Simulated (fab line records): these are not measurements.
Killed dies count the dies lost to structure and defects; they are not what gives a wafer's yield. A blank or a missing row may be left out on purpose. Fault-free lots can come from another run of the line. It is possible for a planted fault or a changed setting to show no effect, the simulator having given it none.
Which tool is to blame?	flow berkeley_cmos170	Sampling: 14 lots, 42 wafers, 2 of 331 route steps

## WHAT THE GAUGES SHOWED, per wafer
UCB170_NSD_CD_MEAS_06: the cd target is 1200 nm. Usual: cd_nm at 1199.9 nm, with a standard deviation of 1.1.
lot	measured	on	cd_nm (nm)	flag
L619	day 7 01:42	cd_sem-02	1200.0 1200.8 1199.2	
L621	day 7 12:27	cd_sem-02	1199.4 1199.0 1199.4	
L620	day 7 12:43	cd_sem-02	1200.9 1201.0 1200.3	
L622	day 7 12:51	cd_sem-02	1199.5 1198.1 1200.7	
L625	day 8 02:19	cd_sem-01	1210.5 1211.5 1208.7	OFF
L629	day 9 01:17	cd_sem-01	1210.9 1210.1 1210.9	OFF
L633	day 10 03:34	cd_sem-02	1200.7 1199.1 1199.9	
L635	day 10 03:47	cd_sem-01	1197.8 1198.9 1201.1	
L637	day 10 13:14	cd_sem-02	1200.0 1200.5 1199.8	
L638	day 10 14:23	cd_sem-02	1199.3 1198.5 1198.8	
L636	day 10 14:26	cd_sem-01	1199.2 1200.9 1199.7	
L639	day 11 04:16	cd_sem-02	1202.0 1202.9 1201.2	
L641	day 11 14:14	cd_sem-02	1201.1 1199.2 1198.3	
L642	day 11 19:32	cd_sem-01	1200.0 1199.3 1198.8	

## TOOL THAT RAN EACH LOT (tool first, then ch and the chambers of the sampled wafers, then the start)
lot	UCB170_NSD_SOFTBAKE_02
L619	litho_track-04 ch 0, day 7 00:51
L621	litho_track-04 ch 0, day 7 11:26
L620	litho_track-02 ch 0, day 7 11:36
L622	litho_track-01 ch 0, day 7 11:48
L625	litho_track-02 ch 0, day 8 01:37
L629	litho_track-02 ch 0, day 9 00:44
L633	litho_track-01 ch 0, day 10 02:14
L635	litho_track-01 ch 0, day 10 02:44
L637	litho_track-04 ch 0, day 10 12:22
L638	litho_track-04 ch 0, day 10 12:47
L636	litho_track-01 ch 0, day 10 13:04
L639	litho_track-04 ch 0, day 11 03:35
L641	litho_track-02 ch 0, day 11 13:32
L642	litho_track-01 ch 0, day 11 18:40
- UCB170_NSD_SOFTBAKE_02: time 60 s.

## AS READ BY THE TOOLS THEMSELVES (means over the sampled wafers that have a number; for cases with no such wafer, the mark the record gives instead)
UCB170_NSD_SOFTBAKE_02. Usual: chill_plate_temp_C 23.00 C, standard deviation 0.12; heater_power_total_W 56.80 W, standard deviation 0.044; plate_temp_C 130.02 C, standard deviation 0.12.
lot	tool	chill_plate_temp_C (C)	heater_power_total_W (W)	plate_temp_C (C)	flag
L619	litho_track-04	23.07	56.82	129.90	
L621	litho_track-04	22.97	56.80	129.96	
L620	litho_track-02	22.94	56.81	130.00	
L622	litho_track-01	22.92	56.80	129.95	
L625	litho_track-02	23.02	58.92	133.93	OFF
L629	litho_track-02	23.14	58.88	133.77	OFF
L633	litho_track-01	23.00	56.85	129.98	
L635	litho_track-01	22.77	56.77	129.90	
L637	litho_track-04	23.14	56.84	129.95	
L638	litho_track-04	23.16	56.79	130.00	
L636	litho_track-01	22.97	56.81	130.01	
L639	litho_track-04	23.04	56.84	129.94	
L641	litho_track-02	22.90	56.86	130.02	
L642	litho_track-01	22.96	56.79	129.93	

## THE ANSWER, worked out from the rows above alone
Rule: a lot counts as off when the mean over its wafers that have a number is more than 3 standard deviations away from the usual mean. A lot without any number at a reading at which 4 lots or more have one is off too. All remaining lots with rows at the step are treated as sound. The gauges are gone through in route order, then the tools' own readings, and for those a lot's mean is taken as printed above. At the first step where some lot is off, the reading lying furthest off is the one used; lots without a number count as furthest.
Off: L625, L629, at UCB170_NSD_CD_MEAS_06 (cd_nm).
A tool fits if, at a process step before that reading, it ran every lot that is off, and no sound lot after the first of them. The gauges at UCB170_NSD_CD_MEAS_06 aren't tried: what is off there is off at UCB170_NSD_SOFTBAKE_02 too, on other tools, and a gauge's error can't cause that. No candidate that was tried fits.

## WHAT THE SIMULATOR HAD PUT IN
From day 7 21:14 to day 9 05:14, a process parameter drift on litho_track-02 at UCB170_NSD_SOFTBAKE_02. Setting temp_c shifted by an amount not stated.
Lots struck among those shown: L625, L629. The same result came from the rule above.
